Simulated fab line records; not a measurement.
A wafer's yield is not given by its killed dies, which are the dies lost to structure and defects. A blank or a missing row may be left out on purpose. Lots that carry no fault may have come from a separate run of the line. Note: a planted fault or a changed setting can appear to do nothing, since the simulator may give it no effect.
Which of the tools did it?    flow rit_cmos    15 lots, 45 wafers sampled, at 2 steps of a route of 202

== WHAT THE GAUGES READ, wafer by wafer ==
RIT_SDANNEAL_RS_MEAS_06: measurement is done with a four-point probe. Usual: PLDD_RS 178.5 ohm/sq, standard deviation 0.49.
lot   measured     on             PLDD_RS (ohm/sq)   flag
L371  day 3 04:01  film_metro-01  178.4 178.3 178.3  
L372  day 3 10:50  film_metro-03  178.4 178.4 178.8  
L373  day 3 13:28  film_metro-01  177.7 178.4 177.8  
L374  day 3 21:04  film_metro-03  177.6 178.4 178.3  
L378  day 4 16:39  film_metro-04  173.5 174.1 174.0  OFF
L379  day 5 02:01  film_metro-04  172.9 173.2 173.0  OFF
L380  day 5 07:46  film_metro-03  173.7 173.4 173.1  OFF
L381  day 5 11:25  film_metro-01  179.1 178.3 178.5  
L382  day 5 15:35  film_metro-01  179.8 180.2 179.3  
L386  day 6 16:36  film_metro-03  178.0 178.1 178.1  
L388  day 6 20:20  film_metro-01  178.7 179.0 178.4  
L389  day 7 00:23  film_metro-01  178.3 178.3 178.0  
L390  day 7 06:54  film_metro-01  178.6 179.2 178.6  
L391  day 7 09:41  film_metro-04  178.7 178.3 178.6  
L393  day 7 20:26  film_metro-03  177.7 178.4 177.3  

== WHAT TOOL EACH LOT RAN ON (gives the tool, then ch and the chambers of the sampled wafers, and finally the start) ==
lot   RIT_PLDD_IMPLANT_08
L371  implanter-01 ch 0, day 2 21:31
L372  implanter-03 ch 0, day 3 04:11
L373  implanter-03 ch 0, day 3 06:50
L374  implanter-02 ch 0, day 3 14:05
L378  implanter-03 ch 0, day 4 10:08
L379  implanter-03 ch 0, day 4 19:29
L380  implanter-03 ch 0, day 5 01:23
L381  implanter-02 ch 0, day 5 04:53
L382  implanter-01 ch 0, day 5 08:45
L386  implanter-02 ch 0, day 6 09:23
L388  implanter-02 ch 0, day 6 13:36
L389  implanter-02 ch 0, day 6 17:56
L390  implanter-02 ch 0, day 7 00:06
L391  implanter-01 ch 0, day 7 03:10
L393  implanter-01 ch 0, day 7 13:54
- RIT_PLDD_IMPLANT_08

== WHAT THE TOOLS THEMSELVES READ (means of the sampled wafers that have a number; where no wafer has one, the mark that the record gives instead) ==
RIT_PLDD_IMPLANT_08. Usual: beam_energy_keV 19.999, standard deviation 0.0065; tilt_deg 7.001 degrees, standard deviation 0.024.
lot   tool          beam_energy_keV  tilt_deg (degrees)  flag
L371  implanter-01  19.994           7.003               
L372  implanter-03  19.996           6.990               
L373  implanter-03  20.000           6.991               
L374  implanter-02  20.001           7.021               
L378  implanter-03  21.588           6.986               OFF
L379  implanter-03  21.581           7.002               OFF
L380  implanter-03  21.567           6.990               OFF
L381  implanter-02  20.001           6.984               
L382  implanter-01  19.998           6.975               
L386  implanter-02  20.000           7.022               
L388  implanter-02  19.999           7.028               
L389  implanter-02  19.999           7.014               
L390  implanter-02  19.995           7.004               
L391  implanter-01  19.994           6.988               
L393  implanter-01  19.997           7.025               

== THE ANSWER, worked out from the rows above alone ==
Rule: a lot counts as off when the mean over its wafers that have a number is more than 3 standard deviations away from the usual mean. Also off: a lot with no number at a reading for which 4 or more lots have one. All remaining lots with rows at the step are treated as sound. After the gauges, taken in route order, come the tools' own readings; for these a lot's mean is taken, as printed above. The first step at which some lot is off is used, and at that step the reading that is off furthest; a lot without a number counts as furthest.
Off: L378, L379, L380, at RIT_SDANNEAL_RS_MEAS_06 (PLDD_RS).
A tool fits if, at a process step before that reading, it ran every lot that is off, and no sound lot after the first of them. The gauges at RIT_SDANNEAL_RS_MEAS_06 aren't tried: what is off there is off at RIT_PLDD_IMPLANT_08 too, on other tools, and a gauge's error can't cause that. One fits: RIT_PLDD_IMPLANT_08 on implanter-03. A fault onset in the window from L373 (day 3 06:50, its last sound lot) to L378 (day 4 10:08, its first lot off) fits.
On the lots that are off, the tool's own readings at RIT_PLDD_IMPLANT_08 differ by more than 5 times the standard deviation of the sound lots' means, which bears it out; beam_energy_keV reads 21.579 there versus 19.998 on the sound lots.

== WHAT WAS PUT IN BY THE SIMULATOR ==
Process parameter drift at RIT_PLDD_IMPLANT_08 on implanter-03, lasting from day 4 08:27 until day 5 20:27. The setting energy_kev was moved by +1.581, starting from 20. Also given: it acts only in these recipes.
Shown lots that were struck: L378, L379, L380. The rule given above showed the same thing.
